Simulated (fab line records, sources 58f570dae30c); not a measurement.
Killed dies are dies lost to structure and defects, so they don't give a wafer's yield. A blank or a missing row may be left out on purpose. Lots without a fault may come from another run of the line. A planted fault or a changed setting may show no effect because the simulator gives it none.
fab line records | flow berkeley_cmos170
record lots=14 wafers=42 last_day=12
route steps=331 shown NVT@112 PVT@123 NSD@193 CONTACT@218 V1@266
lots that met no fault: from a run of the same line without faults
start_h: hours from the record's first day to the start of the lot's first wafer shown | wait_h: hours since the lot's step before | " the same as in the row above | L1.1+2: a row that stands for several wafers | - no value, or no start given | * or withheld: withheld | < > ~ a bound
route shown NAME@n: a module of which the file shows steps, and the number in the route of the first | usual: mean/standard deviation of fault-free wafers | same: alike in all rows | chamber/n: place in a boat | sites: the reading at each site | _std_site: their standard deviation | _edge_site: outer sites' mean less inner sites' | radius_mm: how far each site lies from the wafer's centre | mask NAME#n: copy n | behind: the tool/chamber that last shaped the wafer | hold: why the lot was held/for how many hours/how that ended | device: the transistor (n, p or np) that didn't switch | end of line: the same wafers' tests at the end of the route | a step without rows: its recipe alone | killed: dies lost to structure and defects at the first sort, not the wafer's yield | map: a wafer's dies, x killed, . not, _ none there
set.NAME: the setting as run; set.NAME@STEP: as run at that earlier step | model.NAME: the simulator's own value behind a step, which no gauge read
steps of the route over a sample of lots; a table a step, a row a wafer
services: from which hour (start_h, from the record's first day; less than 0 if before it) a tool's chamber was out of use, for how many hours, and why
## steps
# step UCB170_NVT_STRIP_08
# recipe chemistry=O2 power_w=400 pressure_mtorr=3500 platen_temp_c=withheld o2_flow_sccm=400 overash_fraction=0.5
# usual chamber_pressure_mTorr=3500/3.3 drypump_motor_current_A=5.6/0.34 oes_product_au=0.734/0.005 strip_time_to_endpoint_s=21.63/0.058
# columns lot.wafer tool chamber start_h wait_h chamber_pressure_mTorr drypump_motor_current_A oes_product_au rf_hours_counter_h strip_time_to_endpoint_s
L733.2 plasma_asher-01 1 110.71 0.1 3496 5.0 0.731 42 21.68
L733.3 " 0 " " 3494 5.3 0.738 - 21.65
L733.4 " 1 " " 3503 5.0 0.735 - 21.72
L734.1 plasma_asher-02 0 129.34 0.1 3502 5.6 0.732 34 21.51
L734.2 " 1 " " 3500 5.9 0.735 34 21.52
L734.3 " 0 " " 3493 5.6 0.744 - 21.51
L737.4 plasma_asher-02 0 140.82 0.1 3499 5.6 0.728 - 21.65
L737.5 " 0 " " 3509 5.6 0.740 - 21.68
L737.6 " 1 " " 3502 5.9 0.741 - 21.70
L738.1 plasma_asher-03 1 141.03 0.1 - - - - -
L738.2 " 0 " " - - - - -
L738.6 " 0 " " - - - - -
L735.4 plasma_asher-01 1 141.18 0.1 - - - - -
L735.5 " 0 " " - - - - -
L735.6 " 1 " " - - - - -
L740.2 plasma_asher-02 1 152.84 0.1 3504 5.9 0.732 36 21.65
L740.3 " 0 " " 3498 5.6 0.734 - 21.63
L740.6 " 0 " " 3502 5.6 0.731 - 21.55
L742.2 plasma_asher-03 1 164.72 0.1 3506 5.9 0.731 48 21.66
L742.4 " 1 " " 3502 5.9 0.739 - 21.62
L742.6 " 1 " " 3497 5.9 0.728 - 21.60
L748.1 plasma_asher-03 0 187.01 0.1 3505 5.8 0.733 51 21.70
L748.3 " 1 " " 3499 5.9 0.729 - 21.66
L748.4 " 0 " " 3495 5.8 0.733 - 21.66
L750.2 plasma_asher-01 0 196.45 0.1 3499 5.3 0.733 50 21.67
L750.4 " 1 " " 3498 5.0 0.736 - 21.67
L750.6 " 1 " " 3502 5.0 0.732 - 21.66
L752.1 plasma_asher-01 0 210.41 0.1 3500 5.3 0.730 52 21.72
L752.2 " 1 " " 3505 5.0 0.735 52 21.65
L752.3 " 1 " " 3501 5.0 0.731 - 21.67
L751.1 plasma_asher-03 0 210.60 0.1 3503 5.8 0.728 54 21.65
L751.2 " 1 " " 3497 5.9 0.738 54 21.67
L751.3 " 0 " " 3497 5.8 0.735 - 21.63
L753.1 plasma_asher-01 0 214.35 0.1 3499 5.3 0.740 53 21.57
L753.3 " 1 " " 3501 5.0 0.733 - 21.62
L753.5 " 1 " " 3500 5.0 0.740 - 21.59
L754.2 plasma_asher-01 1 230.35 0.1 3503 5.0 0.738 55 21.57
L754.3 " 0 " " 3499 5.3 0.734 - 21.64
L754.4 " 1 " " 3498 5.0 0.729 - 21.55
L755.2 plasma_asher-03 1 230.92 0.1 3494 5.9 0.727 56 21.59
L755.4 " 0 " " 3502 5.8 0.724 - 21.67
L755.6 " 1 " " 3501 5.9 0.730 - 21.64
# step UCB170_PVT_STRIP_08
# recipe chemistry=O2 power_w=400 pressure_mtorr=3500 platen_temp_c=withheld o2_flow_sccm=400 overash_fraction=0.5
# usual chamber_pressure_mTorr=3500/3.1 drypump_motor_current_A=5.89/0.26 oes_product_au=0.734/0.0052 strip_time_to_endpoint_s=21.68/0.065
# columns lot.wafer tool chamber start_h wait_h chamber_pressure_mTorr drypump_motor_current_A oes_product_au rf_hours_counter_h strip_time_to_endpoint_s
L733.2 plasma_asher-03 1 112.29 0.1 3502 5.87 0.733 43 21.63
L733.3 " 1 " " 3501 5.88 0.738 - 21.63
L733.4 " 0 " " 3501 5.79 0.734 - 21.62
L734.1 plasma_asher-02 1 130.82 0.1 3503 5.90 0.735 34 21.68
L734.2 " 0 " " 3503 5.56 0.728 34 21.68
L734.3 " 0 " " 3506 5.54 0.740 - 21.68
L737.4 plasma_asher-04 1 142.21 0.1 3503 6.47 0.736 - 21.78
L737.5 " 1 " " 3496 6.44 0.731 - 21.77
L737.6 " 0 " " 3500 5.81 0.734 - 21.76
L738.1 plasma_asher-02 1 142.40 0.1 3499 5.89 0.750 35 47.90
L738.2 " 0 " " 3502 5.55 0.740 35 47.84
L738.6 " 1 " " 3498 5.90 0.739 - 47.81
L735.4 plasma_asher-04 1 142.76 0.1 3501 6.44 0.739 - 48.03
L735.5 " 1 " " 3499 6.43 0.735 - 48.05
L735.6 " 0 " " 3497 5.78 0.741 - 48.15
L740.2 plasma_asher-03 0 154.92 0.1 3503 5.78 0.737 47 21.65
L740.3 " 1 " " 3502 5.90 0.740 - 21.68
L740.6 " 0 " " 3495 5.79 0.729 - 21.57
L742.2 plasma_asher-02 0 166.72 0.1 3504 5.55 0.730 38 21.61
L742.4 " 0 " " 3504 5.55 0.736 - 21.57
L742.6 " 0 " " 3499 5.54 0.736 - 21.60
L748.1 plasma_asher-03 1 188.52 0.1 3498 5.88 0.733 51 21.71
L748.3 " 1 " " 3503 5.87 0.725 - 21.62
L748.4 " 0 " " 3500 5.78 0.737 - 21.63
L750.2 plasma_asher-02 0 203.27 0.1 3502 5.56 0.739 42 21.70
L750.4 " 1 " " 3501 5.92 0.735 - 21.70
L750.6 " 1 " " 3503 5.91 0.735 - 21.67
L752.1 plasma_asher-03 1 212.21 0.1 3496 5.89 0.734 54 21.80
L752.2 " 0 " " 3498 5.80 0.734 54 21.71
L752.3 " 0 " " 3496 5.78 0.736 - 21.72
L751.1 plasma_asher-04 1 212.49 0.1 3500 6.48 0.734 9 21.50
L751.2 " 0 " " 3497 5.85 0.732 9 21.56
L751.3 " 1 " " 3503 6.47 0.731 - 21.59
L753.1 plasma_asher-03 1 216.00 0.1 3499 5.86 0.734 55 21.67
L753.3 " 0 " " 3500 5.79 0.736 - 21.74
L753.5 " 0 " " 3496 5.80 0.734 - 21.72
L754.2 plasma_asher-02 1 232.54 0.1 3495 5.93 0.727 46 21.76
L754.3 " 0 " " 3494 5.55 0.729 - 21.66
L754.4 " 1 " " 3499 5.91 0.732 - 21.69
L755.2 plasma_asher-03 1 233.24 0.1 3496 5.90 0.735 57 21.67
L755.4 " 1 " " 3499 5.90 0.728 - 21.55
L755.6 " 0 " " 3500 5.80 0.732 - 21.65
# step UCB170_PVT_TW_MEAS_09
# usual PVT_TW=508.4/2.4
# columns lot.wafer tool chamber start_h wait_h PVT_TW
L733.2 film_metro-02 - 112.40 0.1 509.9
L733.3 " - " " 510.1
L733.4 " - " " 508.9
L734.1 film_metro-02 - 130.92 0.1 507.5
L734.2 " - " " 507.9
L734.3 " - " " 508.3
L737.4 film_metro-01 - 142.31 0.1 510.2
L737.5 " - " " 511.8
L737.6 " - " " 512.3
L738.1 film_metro-04 - 142.50 0.1 29.9
L738.2 " - " " 30.0
L738.6 " - " " 30.1
L735.4 film_metro-02 - 142.86 0.1 29.8
L735.5 " - " " 30.0
L735.6 " - " " 29.8
L740.2 film_metro-02 - 155.03 0.1 508.7
L740.3 " - " " 509.5
L740.6 " - " " 507.8
L742.2 film_metro-01 - 166.94 0.2 511.1
L742.4 " - " " 510.2
L742.6 " - " " 510.1
L748.1 film_metro-02 - 188.62 0.1 507.5
L748.3 " - " " 506.1
L748.4 " - " " 508.3
L750.2 film_metro-01 - 203.38 0.1 510.0
L750.4 " - " " 510.5
L750.6 " - " " 508.6
L752.1 film_metro-02 - 212.31 0.1 507.9
L752.2 " - " " 510.4
L752.3 " - " " 509.3
L751.1 film_metro-02 - 212.59 0.1 511.3
L751.2 " - " " 511.4
L751.3 " - " " 508.1
L753.1 film_metro-04 - 216.13 0.1 507.7
L753.3 " - " " 504.6
L753.5 " - " " 505.8
L754.2 film_metro-02 - 232.65 0.1 508.7
L754.3 " - " " 505.4
L754.4 " - " " 505.7
L755.2 film_metro-02 - 233.35 0.1 508.2
L755.4 " - " " 506.2
L755.6 " - " " 508.9
# step UCB170_NSD_CD_MEAS_06
# recipe target_cd_nm=1200
# usual cd_nm=1200.4/1.4
# columns lot.wafer tool chamber start_h wait_h cd_nm
L733.2 cd_sem-02 - 144.09 - 1202.3
L733.3 " - " " 1200.0
L733.4 " - " " 1200.4
L734.1 cd_sem-02 - 162.21 - 1197.9
L734.2 " - " " 1197.0
L734.3 " - " " 1199.5
L737.4 cd_sem-01 - 164.17 - 1200.8
L737.5 " - " " 1201.3
L737.6 " - " " 1200.8
L735.4 cd_sem-02 - 164.26 - 1200.6
L735.5 " - " " 1200.4
L735.6 " - " " 1198.7
L738.1 cd_sem-01 - 164.41 - 1200.1
L738.2 " - " " 1200.2
L738.6 " - " " 1199.7
L740.2 cd_sem-02 - 183.49 - 1201.6
L740.3 " - " " 1201.1
L740.6 " - " " 1201.1
L742.2 cd_sem-02 - 187.48 - 1201.0
L742.4 " - " " 1199.1
L742.6 " - " " 1200.2
L748.1 cd_sem-02 - 211.75 - 1198.5
L748.3 " - " " 1199.4
L748.4 " - " " 1198.5
L750.2 cd_sem-01 - 223.86 - 1199.9
L750.4 " - " " 1199.9
L750.6 " - " " 1200.2
L751.1 cd_sem-02 - 233.81 - 1197.8
L751.2 " - " " 1197.9
L751.3 " - " " 1199.8
L752.1 cd_sem-01 - 234.36 - 1200.5
L752.2 " - " " 1200.7
L752.3 " - " " 1199.3
L753.1 cd_sem-02 - 239.20 - 1203.1
L753.3 " - " " 1203.8
L753.5 " - " " 1202.2
L755.2 cd_sem-01 - 258.90 - 1200.4
L755.4 " - " " 1201.1
L755.6 " - " " 1200.9
L754.2 cd_sem-01 - 259.18 - 1200.4
L754.3 " - " " 1201.3
L754.4 " - " " 1200.1
# step UCB170_CONTACT_THK_MEAS_02
# recipe reads=PSG_of_CONTACT_CVD_01
# usual CONTACT_PSG_THK=695/6.5
# columns lot.wafer tool chamber start_h wait_h CONTACT_PSG_THK[nm]
L733.2 film_metro-03 - 148.51 0.0 698
L733.3 " - " " 692
L733.4 " - " " 703
L734.1 film_metro-03 - 166.74 0.0 678
L734.2 " - " " 685
L734.3 " - " " 684
L738.1 film_metro-01 - 172.31 0.0 694
L738.2 " - " " 696
L738.6 " - " " 694
L735.4 film_metro-02 - 172.34 0.0 692
L735.5 " - " " 696
L735.6 " - " " 692
L737.4 film_metro-03 - 172.34 0.0 686
L737.5 " - " " 688
L737.6 " - " " 688
L740.2 film_metro-02 - 189.95 0.1 705
L740.3 " - " " 701
L740.6 " - " " 698
L742.2 film_metro-01 - 192.01 0.0 693
L742.4 " - " " 700
L742.6 " - " " 689
L748.1 film_metro-01 - 216.58 0.0 695
L748.3 " - " " 696
L748.4 " - " " 693
L750.2 film_metro-01 - 229.66 0.0 706
L750.4 " - " " 701
L750.6 " - " " 707
L751.1 film_metro-03 - 238.11 0.0 697
L751.2 " - " " 698
L751.3 " - " " 691
L752.1 film_metro-02 - 240.67 0.0 688
L752.2 " - " " 691
L752.3 " - " " 696
L753.1 film_metro-01 - 244.37 0.0 700
L753.3 " - " " 699
L753.5 " - " " 699
L754.2 film_metro-02 - 264.63 0.0 708
L754.3 " - " " 702
L754.4 " - " " 709
L755.2 film_metro-01 - 264.63 0.0 695
L755.4 " - " " 689
L755.6 " - " " 696
# step UCB170_V1_CD_MEAS_12
# recipe target_cd_nm=700
# usual cd_nm=700.6/1.5
# columns lot.wafer tool chamber start_h wait_h cd_nm
L733.2 cd_sem-01 - 162.98 - 699.5
L733.3 " - " " 698.7
L733.4 " - " " 699.0
L734.1 cd_sem-02 - 178.25 - 704.6
L734.2 " - " " 703.6
L734.3 " - " " 704.5
L737.4 cd_sem-02 - 183.26 - 699.9
L737.5 " - " " 700.7
L737.6 " - " " 700.2
L735.4 cd_sem-02 - 183.98 - 702.2
L735.5 " - " " 700.5
L735.6 " - " " 700.4
L738.1 cd_sem-02 - 184.47 - 700.0
L738.2 " - " " 700.7
L738.6 " - " " 699.6
L740.2 cd_sem-01 - 203.16 - 703.5
L740.3 " - " " 703.2
L740.6 " - " " 704.3
L742.2 cd_sem-01 - 203.63 - 699.7
L742.4 " - " " 698.5
L742.6 " - " " 700.2
L748.1 cd_sem-01 - 226.60 - 700.0
L748.3 " - " " 700.4
L748.4 " - " " 700.2
L750.2 cd_sem-01 - 239.43 - 700.6
L750.4 " - " " 699.2
L750.6 " - " " 700.2
L751.1 cd_sem-02 - 251.13 - 698.9
L751.2 " - " " 699.7
L751.3 " - " " 701.3
L752.1 cd_sem-01 - 251.43 - 699.8
L752.2 " - " " 701.2
L752.3 " - " " 700.2
L753.1 cd_sem-02 - 258.52 - 699.2
L753.3 " - " " 700.5
L753.5 " - " " 701.2
L755.2 cd_sem-01 - 276.18 - 700.7
L755.4 " - " " 698.5
L755.6 " - " " 700.7
L754.2 cd_sem-02 - 276.31 - 700.4
L754.3 " - " " 700.2
L754.4 " - " " 700.4
## services
# columns tool chamber start_h hours kind
plasma_asher-04 - 108.77 9.0 pm
plasma_asher-04 0 108.77 9.0 vent_cycle
plasma_asher-04 1 108.77 9.0 vent_cycle
plasma_asher-04 0 117.77 - clean
plasma_asher-04 1 117.77 - clean
plasma_asher-04 - 164.98 2.8 pm
## key
first_sign step=UCB170_NVT_STRIP_08 reading=tool_record direction=missing
effect step=UCB170_PVT_STRIP_08 reading=strip_time_to_endpoint_s direction=up sigmas=99+ usual=* struck=*
effect step=UCB170_PVT_TW_MEAS_09 reading=PVT_TW direction=down sigmas=99+ usual=508.4 struck=29.9
met_at UCB170_NVT_STRIP_08
struck_lots L735,L738
sort_left_out L735.4,L735.5,L735.6,L738.1,L738.2,L738.6
tester_left_out L735,L738
not_acting_at UCB170_NSD_CD_MEAS_06,UCB170_CONTACT_THK_MEAS_02,UCB170_V1_CD_MEAS_12
onset_between 110.71 141.03
fault kind=skipped_step_whole tool=plasma_asher-01,plasma_asher-03 chamber=- onset_h=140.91 steps=UCB170_NVT_STRIP_08 scope=struck_lots_only
# tester_left_out: of these lots the tester's yield and bins aren't shown, on N5 and GAA mostly nor the transistor test; their killed dies are dies lost to structure and defects alone, not to doping, threshold or leakage, so they don't give the yield
# sort_left_out: the simulated sort isn't trusted on such a fault, so these wafers' sort isn't shown, and their yield isn't known
